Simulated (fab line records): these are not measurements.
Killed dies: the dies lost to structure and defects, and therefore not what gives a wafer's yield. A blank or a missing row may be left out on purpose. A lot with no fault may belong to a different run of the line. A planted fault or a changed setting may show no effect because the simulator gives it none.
fab line records	flow rit-cmos
record: lots: 6	wafers: 18	last-day: 7
route steps=202 shown GATE@75 FOX2@80 M1@202
lots that met no fault: from a run of the same line without faults
start-h: the number of hours between the record's first day and the start of the first shown wafer of the lot	wait-h: time in hours since the lot's previous step	" unchanged from the row above	L1.1+2: a single row standing in for several wafers	- either no value or no given start	* or withheld: withheld	< > ~ a bound
route shown NAME@n: a module of which the file shows steps, and the number in the route of the first	usual: average and standard deviation across the fault-free wafers	same: alike in all rows	chamber/n: place in a boat	sites: per-site readings	_std_site: standard deviation of those values	_edge_site: mean of outer sites minus mean of inner sites	radius-mm: for every site, how far away it sits from the centre of the wafer	mask NAME#n: copy n	behind: the most recent tool/chamber to have shaped the wafer	hold: why the lot was held/for how many hours/how that ended	device: transistor that didn't switch, given as n, p or np	end of line: tests of these same wafers at the route's end	a step without rows: its recipe alone	killed: dies that structure and defects cost at the first sort, which is not the same as the wafer's yield	map: a wafer's dies, x killed, . not, _ none there
set.NAME: setting as actually run; set.NAME@STEP: the setting as run at that earlier step	model.NAME: the simulator's own value behind a step, which no gauge read
lots seen at some steps along the route; tables by step, rows by wafer
services: from which hour (start-h, from the record's first day; less than 0 if before it) a tool's chamber was out of use, for how many hours, and why
== steps ==
step: RIT_GATE_WET_ETCH_00
recipe: chemistry: BOE	target: SiO2	target-depth-nm: 56	time-s: 60	dry: n2-spin	dilution: 10:1	temp-c: 21.5
step: RIT_GATE_CLEAN_01
recipe: chemistry: SC1	mix: 3:3:50	time-s: 600	temp-c: 75
step: RIT_GATE_CLEAN_02
recipe: chemistry: dHF	dilution: 50:1	time-s: 30
step: RIT_GATE_CLEAN_03
recipe: chemistry: SC2	mix: 3:3:50	time-s: 600	temp-c: 75	dry: n2-spin
step: RIT_GATE_CLEAN_04
recipe: chemistry: dHF	dilution: 50:1	time-s: 60.89	dry: n2-spin
step: RIT_FOX2_THK_MEAS_91
recipe: reads: SiO2_of_FOX2_OXIDATION_00
usual: FIELD_OXIDE_LEFT_2_THK: 235/5.9
lot.wafer	tool	chamber	start-h	wait-h	FIELD_OXIDE_LEFT_2_THK[nm]
L475.2	film-metro-02	-	47.05	0.0	223
L475.5	"	-	"	"	225
L475.6	"	-	"	"	229
L480.1	film-metro-04	-	73.01	0.0	237
L480.4	"	-	"	"	237
L480.5	"	-	"	"	238
L486.1	film-metro-04	-	102.12	0.0	232
L486.2	"	-	"	"	232
L486.4	"	-	"	"	232
L489.2	film-metro-04	-	117.89	0.0	237
L489.3	"	-	"	"	236
L489.4	"	-	"	"	240
L492.2	film-metro-03	-	131.88	0.0	240
L492.3	"	-	"	"	241
L492.5	"	-	"	"	238
L495.1	film-metro-04	-	147.29	0.0	235
L495.3	"	-	"	"	234
L495.5	"	-	"	"	233
step: RIT_GATE_OXIDATION_05
recipe: temp-c: 900	ambient: O2	target-thk-a: 30	ox-time-s: 270
step: RIT_GATE_ANNEAL_06
recipe: temp-c: 900	time-s: 600	ambient: N2O
step: RIT_GATE_THK_MEAS_07
recipe: reads: SiO2_of_GATE_OXIDATION_05
usual: GATE_OXIDE_THK: 3.02/0.074
lot.wafer	tool	chamber	start-h	wait-h	GATE_OXIDE_THK[nm]
L475.2	film-metro-04	-	49.31	0.0	2.97
L475.5	"	-	"	"	3.12
L475.6	"	-	"	"	3.03
L480.1	film-metro-04	-	78.16	0.0	3.02
L480.4	"	-	"	"	3.10
L480.5	"	-	"	"	3.01
L486.1	film-metro-02	-	103.50	0.0	2.99
L486.2	"	-	"	"	2.90
L486.4	"	-	"	"	2.99
L489.2	film-metro-04	-	120.08	0.0	2.97
L489.3	"	-	"	"	2.97
L489.4	"	-	"	"	2.99
L492.2	film-metro-02	-	133.28	0.0	2.88
L492.3	"	-	"	"	2.88
L492.5	"	-	"	"	2.87
L495.1	film-metro-02	-	148.68	0.0	3.07
L495.3	"	-	"	"	3.04
L495.5	"	-	"	"	3.17
step: RIT_GATE_CVD_08
recipe: material: poly-Si	target-thk-nm: 250	temp-c: 610	precursor: SiH4	time-s: 2220	pressure-mtorr: 300	sih4-flow-sccm: 100
step: RIT_GATE_THK_MEAS_09
recipe: reads: poly-Si_of_GATE_CVD_08
usual: GATE_POLY_THK: 249.5/1.9
lot.wafer	tool	chamber	start-h	wait-h	GATE_POLY_THK[nm]
L475.2	film-metro-03	-	50.98	0.0	249.6
L475.5	"	-	"	"	250.5
L475.6	"	-	"	"	249.7
L480.1	film-metro-04	-	80.11	0.0	250.9
L480.4	"	-	"	"	250.4
L480.5	"	-	"	"	251.3
L486.1	film-metro-02	-	105.18	0.0	252.5
L486.2	"	-	"	"	249.4
L486.4	"	-	"	"	251.0
L489.2	film-metro-02	-	121.76	0.0	251.0
L489.3	"	-	"	"	251.8
L489.4	"	-	"	"	249.7
L492.2	film-metro-04	-	135.16	0.0	251.7
L492.3	"	-	"	"	252.9
L492.5	"	-	"	"	251.4
L495.1	film-metro-02	-	150.35	0.0	248.6
L495.3	"	-	"	"	249.9
L495.5	"	-	"	"	248.7
step: RIT_GATE_HMDS_10
recipe: prime-time-s: 60	prime-temp-c: 140
step: RIT_GATE_COAT_11
recipe: resist: NOVOLAK	spin-rpm: 4250	resist-thk-nm: 850
lot.wafer	tool	chamber	start-h	wait-h	model.NOVOLAK_of_GATE_COAT_11.thk-nm
L475.2	litho-track-04	0	51.21	0.1	852.7
L475.5	"	0	"	"	852.2
L475.6	"	0	"	"	850.8
L480.1	litho-track-02	0	80.32	0.1	851.8
L480.4	"	0	"	"	850.2
L480.5	"	0	"	"	850.6
L486.1	litho-track-04	0	105.39	0.1	877.5
L486.2	"	0	"	"	879.6
L486.4	"	0	"	"	877.6
L489.2	litho-track-04	0	121.98	0.1	876.5
L489.3	"	0	"	"	879.4
L489.4	"	0	"	"	877.1
L492.2	litho-track-01	0	135.38	0.1	851.5
L492.3	"	0	"	"	852.9
L492.5	"	0	"	"	851.4
L495.1	litho-track-02	0	150.56	0.1	847.4
L495.3	"	0	"	"	847.6
L495.5	"	0	"	"	847.7
step: RIT_GATE_SOFTBAKE_12
recipe: resist: NOVOLAK	temp-c: 90	time-s: 60
step: RIT_GATE_EXPOSE_13
recipe: mask-id: M6	na: 0.6	source-shape: conventional	sigma-outer: 0.6	target-cd-nm: 150	dose-mj: 380
step: RIT_GATE_PEB_14
recipe: resist: NOVOLAK	temp-c: withheld	time-s: withheld
step: RIT_GATE_DEVELOP_15
recipe: resist: NOVOLAK	develop-time-s: 48.27	dev-temp-c: 23
lot.wafer	tool	chamber	start-h	wait-h	model.GATE.cd-nm
L475.2	litho-track-02	0	-	-	149.9
L475.5	"	0	"	"	151.5
L475.6	"	0	"	"	149.8
L480.1	litho-track-01	0	-	-	144.3
L480.4	"	0	"	"	144.7
L480.5	"	0	"	"	147.6
L486.1	litho-track-04	0	-	-	153.6
L486.2	"	0	"	"	152.1
L486.4	"	0	"	"	153.5
L489.2	litho-track-04	0	-	-	152.4
L489.3	"	0	"	"	155.3
L489.4	"	0	"	"	153.2
L492.2	litho-track-01	0	-	-	147.9
L492.3	"	0	"	"	149
L492.5	"	0	"	"	150.1
L495.1	litho-track-02	0	-	-	150.2
L495.3	"	0	"	"	148.1
L495.5	"	0	"	"	146.5
step: RIT_GATE_CD_MEAS_16
recipe: target-cd-nm: 150
usual: cd-nm: 148.9/2.4
lot.wafer	tool	chamber	start-h	wait-h	cd-nm
L475.2	cd-sem-01	-	51.93	-	149.9
L475.5	"	-	"	"	151.7
L475.6	"	-	"	"	149.8
L480.1	cd-sem-02	-	81.03	-	144.4
L480.4	"	-	"	"	144.4
L480.5	"	-	"	"	147.9
L486.1	cd-sem-01	-	106.09	-	153.4
L486.2	"	-	"	"	152.4
L486.4	"	-	"	"	153.8
L489.2	cd-sem-02	-	122.80	-	152.2
L489.3	"	-	"	"	155.3
L489.4	"	-	"	"	153.0
L492.2	cd-sem-02	-	136.08	-	147.9
L492.3	"	-	"	"	149.4
L492.5	"	-	"	"	150.1
L495.1	cd-sem-02	-	151.26	-	150.1
L495.3	"	-	"	"	148.2
L495.5	"	-	"	"	146.6
step: RIT_GATE_OVL_MEAS_17
usual: GATE_OVL: -1.5/1.6
lot.wafer	tool	chamber	start-h	wait-h	GATE_OVL[nm]
L475.2	overlay-01	-	52.03	0.1	1.0
L475.5	"	-	"	"	-0.6
L475.6	"	-	"	"	-1.9
L480.1	overlay-02	-	81.15	0.1	-1.3
L480.4	"	-	"	"	-2.5
L480.5	"	-	"	"	-1.9
L486.1	overlay-02	-	106.21	0.1	-4.5
L486.2	"	-	"	"	-1.0
L486.4	"	-	"	"	-3.4
L489.2	overlay-02	-	122.91	0.1	-3.7
L489.3	"	-	"	"	-2.3
L489.4	"	-	"	"	-3.0
L492.2	overlay-01	-	136.18	0.1	-4.2
L492.3	"	-	"	"	-3.3
L492.5	"	-	"	"	-2.7
L495.1	overlay-02	-	151.38	0.1	-2.8
L495.3	"	-	"	"	-3.5
L495.5	"	-	"	"	-0.8
step: RIT_GATE_HARDBAKE_18
recipe: resist: NOVOLAK	temp-c: 140	time-s: 60
step: RIT_GATE_ETCH_19
recipe: chemistry: SF6/CHF3/O2	time-s: 165	SF6_flow_sccm: 30	CHF3_flow_sccm: 30	O2_flow_sccm: 5	target: poly-Si	pressure-mtorr: 40	rf-w: 160	target-depth-a: 3125	over-etch-frac: 0.25	stop-on: SiO2
usual: O2_flow_sccm: 5.000/0.015	SF6_flow_sccm: 30.00/0.092	chamber-pressure-mTorr: 40.00/0.035	drypump-motor-current-A: 5.9/0.36	oes-product-au: 0.846/0.019	throttle-valve-pct: 10.30/0.11
lot.wafer	tool	chamber	start-h	wait-h	O2_flow_sccm	SF6_flow_sccm	chamber-pressure-mTorr	drypump-motor-current-A	oes-product-au	rf-hours-counter-h	throttle-valve-pct	model.NOVOLAK_of_GATE_COAT_11.thk-nm	model.GATE.cd-nm
L475.2	rie-si-01	1	52.21	0.1	5.027	30.04	40.01	5.2	0.827	142	10.50	674.9	150
L475.5	"	3	"	"	4.983	30.09	39.98	6.1	0.844	-	10.39	674.5	151.6
L475.6	"	0	"	"	4.994	30.07	39.97	5.8	0.849	-	10.17	669.3	149.9
L480.1	rie-si-02	3	81.34	0.1	5.000	29.82	40.01	5.8	0.847	110	10.38	668.7	144.3
L480.4	"	2	"	"	5.018	29.94	39.99	6.3	0.828	64	10.37	668.9	144.9
L480.5	"	0	"	"	4.997	30.24	40.06	6.3	0.875	-	10.21	672.5	147.7
L486.1	rie-si-02	3	106.67	0.1	5.007	29.88	40.04	5.8	0.852	110	10.37	692.2	153.5
L486.2	"	2	"	"	4.995	30.13	39.98	6.3	0.823	64	10.35	695.1	152.4
L486.4	"	0	"	"	4.996	29.98	40.02	6.3	0.888	93	10.22	696.1	153.5
L489.2	rie-si-01	0	123.09	0.1	4.997	29.94	39.99	5.8	0.850	26	10.16	690.5	152.3
L489.3	"	1	"	"	4.977	29.98	40.00	5.2	0.831	142	10.48	698.2	155.4
L489.4	"	3	"	"	5.003	30.02	40.02	6.2	0.840	118	10.42	695.9	153.2
L492.2	rie-si-02	1	136.58	0.1	5.005	29.97	39.99	5.7	0.884	139	10.13	671.1	148
L492.3	"	2	"	"	4.986	30.00	40.03	6.4	0.829	64	10.35	671.2	149.2
L492.5	"	1	"	"	4.992	30.02	40.00	5.7	0.872	-	10.11	670.8	150.1
L495.1	rie-si-01	3	151.57	0.1	5.005	30.09	40.03	6.2	0.843	118	10.41	670.4	150.2
L495.3	"	0	"	"	5.001	29.93	39.96	5.8	0.845	26	10.15	666.6	148.2
L495.5	"	2	"	"	4.984	29.99	40.00	5.5	0.831	-	10.27	669.7	146.7
step: RIT_GATE_STRIP_20
recipe: chemistry: O2	time-s: 180	resist: NOVOLAK	platen-temp-c: withheld	power-w: 500	pressure-mtorr: 4000	o2-flow-sccm: 4000
usual: chamber-pressure-mTorr: 4000/3.9	drypump-motor-current-A: 5.5/0.42
lot.wafer	tool	chamber	start-h	wait-h	chamber-pressure-mTorr	drypump-motor-current-A	rf-hours-counter-h
L475.2	plasma-asher-03	0	52.32	0.1	4004	5.7	41
L475.5	"	0	"	"	4000	5.7	-
L475.6	"	1	"	"	3992	5.7	-
L480.1	plasma-asher-03	1	81.45	0.1	3996	5.7	43
L480.4	"	0	"	"	4010	5.7	-
L480.5	"	0	"	"	4001	5.7	-
L486.1	plasma-asher-01	1	106.78	0.1	4000	4.8	47
L486.2	"	0	"	"	3996	6.2	47
L486.4	"	1	"	"	3996	4.8	-
L489.2	plasma-asher-01	1	123.19	0.1	3999	4.8	49
L489.3	"	1	"	"	4005	4.8	-
L489.4	"	0	"	"	4001	6.2	-
L492.2	plasma-asher-03	1	136.69	0.1	4000	5.7	50
L492.3	"	0	"	"	3999	5.8	-
L492.5	"	1	"	"	3998	5.7	-
L495.1	plasma-asher-04	0	151.68	0.1	4005	5.2	38
L495.3	"	0	"	"	3999	5.2	-
L495.5	"	1	"	"	4003	5.6	-
step: RIT_M1_PROBE_99
usual: killed-at-contacts: 0.0/0.22	killed-at-front-end: 6.9/3	killed-dies: 6.9/3	killed-open: 3.5/2	killed-short: 3.4/2.1
same: gross-dies: 264	killed_at_M0_to_M3: 0	killed_at_M4_up: 0	killed-at-back-side: 0	killed-at-other: 0
lot.wafer	tool	chamber	start-h	wait-h	killed-at-contacts	killed-at-front-end	killed-dies	killed-open	killed-short	model.etest.npoly-line.line-ohm-um	model.etest.ppoly-line.line-ohm-um	model.etest.ppoly-line.width-nm	model.etest.npoly-line.width-nm	model.etest.ring.delay-ps
L475.2	prober-02	-	73.73	0.1	0	6	6	3	3	169.6	161.8	101	100.4	27.01
L475.5	prober-02	-	73.88	0.2	0	4	4	3	1	164	159.2	103.8	103.1	27.74
L475.6	prober-02	-	73.93	0.2	0	6	6	2	4	169.8	161.1	102.4	101.2	26.94
L480.1	prober-01	-	101.79	0.1	0	4	4	2	2	176.9	170.3	97.43	96.53	25.62
L480.4	prober-01	-	101.94	0.2	0	7	7	3	4	175.2	167.8	97.87	96.92	26.32
L480.5	prober-01	-	101.99	0.2	0	2	2	2	0	169.6	164.1	99.46	99.39	26.97
L486.1	prober-01	-	126.33	0.1	0	2	2	0	2	163.2	155.1	105.4	104.5	28.05
L486.2	prober-01	-	126.38	0.1	0	5	5	3	2	163.3	159	104.7	103.7	27.12
L486.4	prober-01	-	126.48	0.2	0	4	4	4	0	161.8	156.5	105.8	104.7	27.87
L489.2	prober-02	-	142.69	0.1	0	12	12	8	4	163	155.2	103.9	103.7	28
L489.3	prober-02	-	142.74	0.2	0	10	10	2	8	160	153.1	107.7	106.6	29.02
L489.4	prober-02	-	142.79	0.2	0	3	3	2	1	160.5	157.2	105.5	104.2	28.13
L492.2	prober-01	-	156.62	0.1	1	7	8	5	3	171.7	163.9	100.8	100.4	25.48
L492.3	prober-01	-	156.67	0.2	0	7	7	5	2	167.6	161.4	101.3	100.5	25.94
L492.5	prober-01	-	156.77	0.2	0	7	7	6	1	166.5	159.9	103.2	102	26.46
L495.1	prober-02	-	171.55	0.1	0	5	5	1	4	166.1	162.1	102.4	101	27.64
L495.3	prober-02	-	171.65	0.2	0	11	11	8	3	168.9	165.1	100.1	99.06	26.6
L495.5	prober-02	-	171.75	0.2	0	6	6	4	2	171.3	168.4	98.44	98.49	26.76
killed by level:class
L475.2 GATE:geometric-particle:short=2 FOX1:geometric-particle:open=1 GATE:geometric-particle:open=1 REOX:geometric-particle:short=1 SILICIDE:geometric-particle:open=1
L475.5 GATE:geometric-particle:open=2 SPACER:geometric-particle:open=1 SPACER:geometric-particle:short=1
L475.6 SPACER:geometric-particle:short=2 FOX2:geometric-particle:short=1 FOX2:geometric-particle:open=1 GATE:geometric-particle:short=1 SPACER:geometric-particle:open=1
L480.1 GATE:geometric-particle:short=2 GATE:geometric-particle:open=2
L480.4 FOX1:geometric-particle:short=3 GATE:geometric-particle:open=2 FOX1:geometric-particle:open=1 SPACER:geometric-particle:short=1
L480.5 GATE:geometric-particle:open=2
L486.1 FOX2:geometric-particle:short=1 SILICIDE:geometric-particle:short=1
L486.2 FOX2:geometric-particle:open=1 REOX:geometric-particle:short=1 SPACER:geometric-particle:open=1 SILICIDE:geometric-particle:short=1 SILICIDE:geometric-particle:open=1
L486.4 GATE:geometric-particle:open=2 REOX:geometric-particle:open=1 SILICIDE:geometric-particle:open=1
L489.2 FOX1:geometric-particle:short=2 FOX2:geometric-particle:open=2 GATE:geometric-particle:short=2 GATE:geometric-particle:open=2 REOX:geometric-particle:open=2 SPACER:geometric-particle:open=2
L489.3 FOX1:geometric-particle:short=3 GATE:geometric-particle:short=3 GATE:geometric-particle:open=2 FOX2:geometric-particle:short=1 REOX:geometric-particle:short=1
L489.4 GATE:geometric-particle:open=1 REOX:geometric-particle:short=1 REOX:geometric-particle:open=1
L492.2 GATE:geometric-particle:short=2 GATE:geometric-particle:open=2 FOX1:geometric-particle:open=1 SPACER:geometric-particle:short=1 SPACER:geometric-particle:open=1 CONTACT:geometric-particle:open=1
L492.3 GATE:geometric-particle:open=2 SILICIDE:geometric-particle:open=2 GATE:geometric-particle:short=1 SPACER:geometric-particle:open=1 SILICIDE:geometric-particle:short=1
L492.5 SPACER:geometric-particle:open=3 GATE:geometric-particle:open=2 GATE:geometric-particle:short=1 REOX:geometric-particle:open=1
L495.1 GATE:geometric-particle:short=3 FOX1:geometric-particle:short=1 FOX2:geometric-particle:open=1
L495.3 FOX1:geometric-particle:open=3 GATE:geometric-particle:open=3 GATE:geometric-particle:short=2 REOX:geometric-particle:open=2 FOX2:geometric-particle:short=1
L495.5 SPACER:geometric-particle:open=2 FOX1:geometric-particle:short=1 FOX1:geometric-particle:open=1 GATE:geometric-particle:short=1 GATE:geometric-particle:open=1
== services ==
tool	chamber	start-h	hours	kind
rie-si-01	0	53.00	7.8	repair
plasma-asher-03	-	61.16	2.7	repair
plasma-asher-01	-	74.99	3.2	repair
plasma-asher-01	-	90.39	5.1	repair
plasma-asher-01	-	115.79	4.3	repair
rie-si-01	1	147.12	-	clean
rie-si-01	1	147.12	16.1	scheduled-down
rie-si-01	1	147.12	16.1	vent-cycle
rie-si-02	2	148.56	1.8	repair
== key ==
first-sign: step: RIT_GATE_CD_MEAS_16	reading: cd-nm	direction: up	sigmas: 1.8	usual: 148.9	struck: 153.3
effect none on later readings
model-effect: step: RIT_GATE_COAT_11	value: NOVOLAK_of_GATE_COAT_11.thk-nm	without: 850.8	struck: 877.9
model-effect: step: RIT_GATE_DEVELOP_15	value: GATE.cd-nm	without: 148.7	struck: 153.3
model-effect: step: RIT_GATE_ETCH_19	value: NOVOLAK_of_GATE_COAT_11.thk-nm	without: 670.9	struck: 694.7
model-effect: step: RIT_M1_PROBE_99	value: etest.npoly-line.line-ohm-um	without: 170.3	struck: 162
met-at RIT_GATE_COAT_11
struck-wafers L486.1,L486.2,L486.4,L489.2,L489.3,L489.4
tester-left-out L486,L489
onset-between 51.21 105.39
earlier-fault: kind: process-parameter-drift	tool: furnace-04	chamber: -	onset-h: 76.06	steps: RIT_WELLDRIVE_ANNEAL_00	channel: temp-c	offset: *	shape: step	end-h: 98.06	acts-in: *	stated: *
fault: kind: process-parameter-drift	tool: litho-track-04	chamber: -	onset-h: 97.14	steps: RIT_GATE_COAT_11	channel: resist-thk-nm	offset: 27.104	shape: step	end-h: 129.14	acts-in: these-recipes-only	stated: 850
tester-left-out: of these lots the tester's yield and bins aren't shown, on N5 and GAA mostly nor the transistor test; their killed dies are dies lost to structure and defects alone, not to doping, threshold or leakage, so they don't give the yield
